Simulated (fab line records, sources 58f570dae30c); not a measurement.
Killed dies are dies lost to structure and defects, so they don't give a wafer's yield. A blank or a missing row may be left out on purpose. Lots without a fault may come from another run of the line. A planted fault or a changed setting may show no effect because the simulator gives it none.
A struck lot beside a sound one | flow berkeley_cmos170 | 14 steps out of a route of 331
Sound: wafers L694.2, L694.4, L694.6. Struck: wafers L701.1, L701.2, L701.6. The cause comes at the end.
At each step with rows: each side's tool, then ch and its chambers, then its first start. Under that, the readings that differ: sound wafers | struck wafers | difference of the means | sigmas: that difference in standard deviations of wafers without a fault.
alike: readings whose means differ by less than 2 such deviations, and words and numbers that are the same on both sides. not compared: withheld readings, readings that some wafer has no value for, bounds like >300 that may hide the same value, and numbers for which the record gives no deviation and whose values overlap.
The two part at a step that has a row with sigmas, a row that says differs or no value, or rows on one side only. Numbers that don't overlap but have no deviation are shown without sigmas and don't part them. A reading that every wafer of one side lacks parts them only if that side has two wafers or more.

first, 2 steps without rows for these wafers: UCB170_PLDD_PEB_04; UCB170_PLDD_DEVELOP_05 (develop time 45 s).
UCB170_PLDD_CD_MEAS_06: target cd 1200 nm.
  sound on cd_sem-02, day 8 09:16; struck on cd_sem-01, day 9 14:28
  alike: cd_nm
UCB170_PLDD_OVL_MEAS_07:
  sound on overlay-02, day 8 09:22; struck on overlay-01, day 9 14:35
  alike: PLDD_OVL
then, 2 steps without rows for these wafers: UCB170_PLDD_IMPLANT_08; UCB170_PLDD_IMPLANT_09.
UCB170_PLDD_STRIP_10: strips in O2.
  sound on plasma_asher-03 ch 0,1, day 8 09:41; struck on plasma_asher-04 ch 0,1, day 9 14:56
  alike: drypump_motor_current_A, oes_product_au, strip_time_to_endpoint_s
  not compared: rf_hours_counter_h
UCB170_PLDD_TW_MEAS_11:
  sound on film_metro-03, day 8 09:48; struck on film_metro-03, day 9 15:02
  alike: PLDD_TW
then, 4 steps without rows for these wafers: UCB170_PLDD_CLEAN_12 (cleans in SPM, time 600 s); UCB170_NLDD_HMDS_00 (prime time 60 s); UCB170_NLDD_COAT_01 (resist thk 900 nm); UCB170_NLDD_SOFTBAKE_02 (time 60 s).
UCB170_NLDD_EXPOSE_03: exposes mask NSELECT, target cd 1200 nm.
  sound on krf_scanner-01 ch 0, day 8 10:49; struck on krf_scanner-01, day 9 16:03
  no value came back on the struck wafers for exposure_dose_mJ_cm2, focus_offset_nm (nm); on the sound wafers exposure_dose_mJ_cm2 reads 29.94 29.98 30.04
  alike: mask
then, 1 step without rows for these wafers: UCB170_NLDD_PEB_04.

WHERE THEY PART
Only at UCB170_NLDD_EXPOSE_03, within this record.

WHY: what the simulator had put in
Skipped step whole: krf_scanner-01, from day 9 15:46 on, at UCB170_NLDD_EXPOSE_03. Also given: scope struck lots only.
